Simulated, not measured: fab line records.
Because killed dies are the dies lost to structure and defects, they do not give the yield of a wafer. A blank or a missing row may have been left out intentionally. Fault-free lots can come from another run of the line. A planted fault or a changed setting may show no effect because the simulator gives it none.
Which tool is to blame? | flow berkeley-cmos170 | 21 wafers from 7 lots sampled at 3 of the route's 331 steps

== WHAT THE GAUGES SHOWED, per wafer ==
UCB170_CONTACT_THK_MEAS_02.
lot  | measured     | on            | CONTACT_PSG_THK (nm)
L589 | day 8 17:08  | film-metro-04 | 702 706 708
L588 | day 8 18:34  | film-metro-03 | 700 700 702
L592 | day 9 18:26  | film-metro-02 | 719 717 716
L594 | day 10 08:55 | film-metro-03 | 705 700 703
L597 | day 10 13:06 | film-metro-04 | 697 699 703
L603 | day 12 03:08 | film-metro-03 | 861 858 858
L607 | day 12 17:49 | film-metro-02 | 705 702 702

== WHAT TOOL EACH LOT RAN ON (gives the tool, then ch and the chambers of the sampled wafers, and finally the start) ==
lot  | UCB170_SDANNEAL_RTA_01           | UCB170_CONTACT_CVD_01
L589 | rtp-anneal-01 ch 0, day 8 14:08  | lpcvd-01 ch 0, day 8 15:21
L588 | rtp-anneal-01 ch 0, day 8 14:47  | lpcvd-02 ch 1, day 8 16:47
L592 | rtp-anneal-02 ch 0, day 9 14:48  | lpcvd-02 ch 1, day 9 16:40
L594 | rtp-anneal-01 ch 0, day 10 00:26 | lpcvd-02 ch 1, day 10 07:07
L597 | rtp-anneal-01 ch 0, day 10 10:14 | lpcvd-02 ch 0, day 10 11:18
L603 | rtp-anneal-02 ch 0, day 11 23:59 | lpcvd-02 ch 1, day 12 01:21
L607 | rtp-anneal-01 ch 0, day 12 14:56 | lpcvd-01 ch 1, day 12 16:01
- UCB170_SDANNEAL_RTA_01: time 5 s.
- UCB170_CONTACT_CVD_01: deposits PSG from SiH4/O2/PH3, target thk 700 nm, time 2820 s.

== THE ANSWER, worked out from the rows above alone ==
Rule: the lots themselves supply what counts as usual. Put in order of their means at a reading, lots are off if they are a third of the lots or fewer, leave a main group of 4 or more, and stand apart from it by a gap of 3 or more times the standard deviation of the main group's means; of several such gaps the widest counts. The tables above print the reading to a certain number of digits; a main group whose means all agree to those digits is not used. Also off: a lot with no number at a reading for which 4 or more lots have one. The other lots that the step has rows for count as sound.
Off: at UCB170_CONTACT_THK_MEAS_02 (CONTACT_PSG_THK), L603. For the main group the mean is 705 nm and the standard deviation 5.9.
A tool fits if, at a process step before that reading, it ran every lot that is off, and no sound lot after the first of them. Gauges at UCB170_CONTACT_THK_MEAS_02: tried the same way as those tools. Can't be told from this: 3 tools fit, rtp-anneal-02 at UCB170_SDANNEAL_RTA_01, lpcvd-02 at UCB170_CONTACT_CVD_01, film-metro-03 at UCB170_CONTACT_THK_MEAS_02.

== WHAT HAD BEEN PUT IN BY THE SIMULATOR ==
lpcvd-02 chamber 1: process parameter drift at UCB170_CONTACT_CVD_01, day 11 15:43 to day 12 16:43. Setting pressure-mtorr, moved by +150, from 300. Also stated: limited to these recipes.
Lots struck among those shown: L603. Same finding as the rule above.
